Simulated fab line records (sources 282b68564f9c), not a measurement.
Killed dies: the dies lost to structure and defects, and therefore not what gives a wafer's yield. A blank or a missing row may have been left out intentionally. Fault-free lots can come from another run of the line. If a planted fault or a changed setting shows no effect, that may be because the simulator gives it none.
Which tool was responsible? | flow rit-cmos | Sampling: 14 lots, 42 wafers, 3 of 202 route steps

## WHAT THE GAUGES READ, wafer by wafer
RIT_NWELL_TW_MEAS_10.
lot  | measured    | on            | NWELL_TW
L677 | day 1 23:12 | film-metro-03 | 2147 2156 2138
L678 | day 2 03:58 | film-metro-03 | 2153 2148 2141
L680 | day 2 12:57 | film-metro-04 | 2148 2148 2147
L681 | day 2 18:32 | film-metro-02 | 2123 2121 2118
L682 | day 3 00:34 | film-metro-04 | 2141 2137 2154
L683 | day 3 05:21 | film-metro-03 | 2149 2161 2128
L684 | day 3 09:19 | film-metro-04 | 2144 2159 2141
L686 | day 3 19:06 | film-metro-04 | 2148 2149 2152
L690 | day 4 16:16 | film-metro-04 | 2158 2168 2149
L694 | day 5 13:00 | film-metro-04 | 2263 2279 2267 2276 2267 2257
L695 | day 5 18:28 | film-metro-02 | 2216 2239 2227 2220 2230 2224
L698 | day 6 08:23 | film-metro-02 | 2161 2158 2144
L699 | day 6 12:33 | film-metro-02 | 2151 2150 2156
L700 | day 6 18:20 | film-metro-04 | 2153 2154 2150

RIT_WELLDRIVE_RS_MEAS_01: uses a four-point probe to measure.
lot  | measured    | on            | NWELL_RS (ohm/sq)
L677 | day 2 05:54 | film-metro-03 | 275.8 275.5 276.6
L678 | day 2 12:05 | film-metro-04 | 275.0 275.2 274.8
L680 | day 2 19:40 | film-metro-03 | 275.9 276.4 275.6
L681 | day 3 01:22 | film-metro-02 | 275.5 274.9 274.5
L682 | day 3 07:51 | film-metro-02 | 275.5 274.8 275.3
L683 | day 3 12:46 | film-metro-03 | 274.5 273.8 274.0
L684 | day 3 16:09 | film-metro-04 | 275.7 275.5 276.0
L686 | day 4 01:55 | film-metro-04 | 275.1 275.9 275.1
L690 | day 4 22:57 | film-metro-04 | 275.2 275.5 274.8
L694 | day 6 00:14 | film-metro-04 | 252.6 253.5 252.5 252.5 253.8 252.8
L695 | day 6 13:04 | film-metro-04 | 252.7 253.0 253.0 253.0 252.2 252.9
L698 | day 6 15:28 | film-metro-04 | 275.1 274.9 274.3
L699 | day 6 20:32 | film-metro-02 | 275.6 275.8 276.1
L700 | day 7 01:41 | film-metro-04 | 276.4 276.1 274.9

## WHICH TOOL RAN EACH LOT (tool, then ch and the chambers of the sampled wafers, then the start)
lot  | RIT_NWELL_IMPLANT_08
L677 | implanter-02 ch 0, day 1 22:53
L678 | implanter-04 ch 0, day 2 03:41
L680 | implanter-01 ch 0, day 2 12:39
L681 | implanter-01 ch 0, day 2 18:14
L682 | implanter-04 ch 0, day 3 00:14
L683 | implanter-04 ch 0, day 3 05:02
L684 | implanter-04 ch 0, day 3 09:01
L686 | implanter-01 ch 0, day 3 18:47
L690 | implanter-04 ch 0, day 4 15:56
L694 | implanter-01 ch 0, day 5 12:43
L695 | implanter-01 ch 0, day 5 18:10
L698 | implanter-02 ch 0, day 6 08:03
L699 | implanter-04 ch 0, day 6 12:14
L700 | implanter-02 ch 0, day 6 18:04
- RIT_NWELL_IMPLANT_08

## AS READ BY THE TOOLS THEMSELVES (means over the sampled wafers that have a number; for cases with no such wafer, the mark the record gives instead)
RIT_NWELL_IMPLANT_08.
lot  | tool         | dose-ions-cm2 | faraday-current-uA
L677 | implanter-02 | 4.998e+13     | 161.6
L678 | implanter-04 | 4.998e+13     | 157.8
L680 | implanter-01 | 5.003e+13     | 160.9
L681 | implanter-01 | 5.002e+13     | 158.0
L682 | implanter-04 | 5.000e+13     | 159.4
L683 | implanter-04 | 4.998e+13     | 157.8
L684 | implanter-04 | 4.996e+13     | 159.3
L686 | implanter-01 | 5.001e+13     | 162.8
L690 | implanter-04 | 4.998e+13     | 157.9
L694 | implanter-01 | 5.794e+13     | 187.8
L695 | implanter-01 | 5.798e+13     | 183.5
L698 | implanter-02 | 4.993e+13     | 158.0
L699 | implanter-04 | 5.002e+13     | 159.3
L700 | implanter-02 | 5.000e+13     | 159.2

## THE ANSWER, worked out from the rows above alone
Rule: usual is defined by the lots themselves. The widest of any qualifying gaps counts: lots, ordered by their means at a reading, are off when they make up no more than a third of the lots, leave a main group of 4 or more, and stand apart from it by 3 or more times the standard deviation of that group's means. The tables above print the reading to a certain number of digits; a main group whose means all agree to those digits is not used. A lot without any number at a reading at which 4 lots or more have one is off too. All remaining lots with rows at the step are treated as sound. The gauges are gone through in route order, then the tools' own readings, and for those a lot's mean is taken as printed above. At the first step where some lot is off, the reading lying furthest off is the one used; lots without a number count as furthest.
Off: L694, L695, seen at RIT_NWELL_TW_MEAS_10 (NWELL_TW). Main group: mean 2147, sd 8.9.
If a tool, at a process step before that reading, ran all the lots that are off and no sound lot after the first of them, it fits. The gauges at RIT_NWELL_TW_MEAS_10 aren't tried: what is off there is off at RIT_NWELL_IMPLANT_08 too, on other tools, and a gauge's error can't cause that. One fits: RIT_NWELL_IMPLANT_08 on implanter-01. Its last sound lot is L686 (day 3 18:47), its first lot that is off L694 (day 5 12:43): a fault that began between those two fits.
The tool's own readings at RIT_NWELL_IMPLANT_08 bear it out: on the lots that are off they differ by more than 5 times the standard deviation of the sound lots' means. dose-ions-cm2 reads 5.796e+13 there against 4.999e+13 on the sound lots; faraday-current-uA reads 185.7 there against 159.3 on the sound lots.

## WHAT WAS PUT IN BY THE SIMULATOR
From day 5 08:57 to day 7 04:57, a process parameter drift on implanter-01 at RIT_NWELL_IMPLANT_08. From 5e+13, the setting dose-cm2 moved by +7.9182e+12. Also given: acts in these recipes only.
Lots struck among those shown: L694, L695. The rule above found the same.
